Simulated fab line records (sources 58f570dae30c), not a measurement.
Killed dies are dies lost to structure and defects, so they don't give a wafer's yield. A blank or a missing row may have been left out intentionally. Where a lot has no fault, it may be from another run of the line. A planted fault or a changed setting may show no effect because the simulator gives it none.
Which tool was responsible? | flow berkeley_cmos170 | 18 wafers from 6 lots sampled at 3 of the route's 331 steps

## WHAT THE GAUGES SHOWED, per wafer
UCB170_V1_BOW_MEAS_03.
lot  | measured     | on            | V1_BOW (um)
L878 | day 8 20:25  | film_metro-02 | 21 22 14
L880 | day 9 07:57  | film_metro-02 | 9 19 17
L889 | day 11 13:26 | film_metro-04 | 24 21 16
L893 | day 12 18:49 | film_metro-04 | 16 9 22
L895 | day 12 17:28 | film_metro-03 | 20 26 14
L899 | day 14 11:53 | film_metro-04 | 21 3 28

## WHICH TOOL RAN EACH LOT (tool, then ch and the chambers of the sampled wafers, then the start)
lot  | UCB170_ZERO_STRIP_07                | UCB170_PWELL_WET_ETCH_20
L878 | plasma_asher-02 ch 1, day 2 03:20   | wet_bench-01 ch 0, day 4 02:22
L880 | plasma_asher-03 ch 0, day 2 15:40   | wet_bench-04 ch 0, day 4 11:31
L889 | plasma_asher-03 ch 0,1, day 4 06:24 | wet_bench-01 ch 2, day 5 23:59
L893 | plasma_asher-02 ch 0,1, day 5 07:30 | wet_bench-02 ch 2, day 6 20:47
L895 | plasma_asher-04 ch 0,1, day 5 18:49 | wet_bench-02 ch 0, day 7 05:55
L899 | plasma_asher-03 ch 0,1, day 6 08:50 | wet_bench-01 ch 1, day 8 01:31
- UCB170_ZERO_STRIP_07: strips in O2.
- UCB170_PWELL_WET_ETCH_20: etches SiO2 in BOE, time 22 s.

## THE ANSWER, worked out from the rows above alone
Rule: the lots themselves supply what counts as usual. Put in order of their means at a reading, lots are off if they are a third of the lots or fewer, leave a main group of 4 or more, and stand apart from it by a gap of 3 or more times the standard deviation of the main group's means; of several such gaps the widest counts. Not used: any main group whose means are identical at the precision the tables above print for the reading. Also off: a lot with no number at a reading for which 4 or more lots have one. The other lots that the step has rows for count as sound.
Across all readings shown, no lot is off: no conclusion can be drawn from this.

## WHAT THE SIMULATOR HAD INSERTED
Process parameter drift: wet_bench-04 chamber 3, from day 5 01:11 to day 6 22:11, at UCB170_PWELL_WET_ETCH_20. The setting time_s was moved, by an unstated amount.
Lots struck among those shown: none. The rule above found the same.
